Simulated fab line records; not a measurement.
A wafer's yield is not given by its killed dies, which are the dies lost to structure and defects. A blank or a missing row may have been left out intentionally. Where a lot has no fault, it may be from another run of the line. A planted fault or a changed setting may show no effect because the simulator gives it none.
Matching of chambers -- flow berkeley_cmos170 -- wet_bench-03 running UCB170_START_CLEAN_01: 4 sister chambers
The step cleans in dHF, time 60 s. 4 wafers are shown with their chamber, then 8 later ones without.

## WAFERS, EACH WITH ITS CHAMBER
wafer,chamber,run_length_s (s)
L426.5,2,93
L430.6,3,92
L431.6,1,94
L434.1,0,91

## WAFERS WITHOUT THEIR CHAMBER
wafer,run_length_s (s)
L434.2,91
L434.4,91
L437.1,86
L437.2,86
L437.3,86
L438.3,87
L438.4,87
L438.5,87

## THE CHAMBER EACH PASSED THROUGH
wafer,from the rows above,in truth
L434.2,can't be placed: 0 or 3 or 2 or 1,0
L434.4,can't be placed: 0 or 3 or 2 or 1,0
L437.1,can't be placed: 0 or 3 or 2 or 1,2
L437.2,can't be placed: 0 or 3 or 2 or 1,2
L437.3,can't be placed: 0 or 3 or 2 or 1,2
L438.3,can't be placed: 0 or 3 or 2 or 1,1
L438.4,can't be placed: 0 or 3 or 2 or 1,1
L438.5,can't be placed: 0 or 3 or 2 or 1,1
Placed correctly: 0 of 8. Not placeable from these rows: 8 (in 8, the candidates include the true chamber). Wrongly placed: 0.
How it was worked out, from the rows above alone: a wafer's distance from a chamber is the root of the sum, over the readings, of the square of ((its reading less the chamber's mean) divided by the reading's scatter). The wafer belongs to the nearest chamber; if the next one is less than 2 further off, it can't be placed. Each chamber's mean is taken over the wafers shown for it. The scatter: root of mean squared gap, hidden wafer to nearest shown wafer, with one shown wafer a chamber.
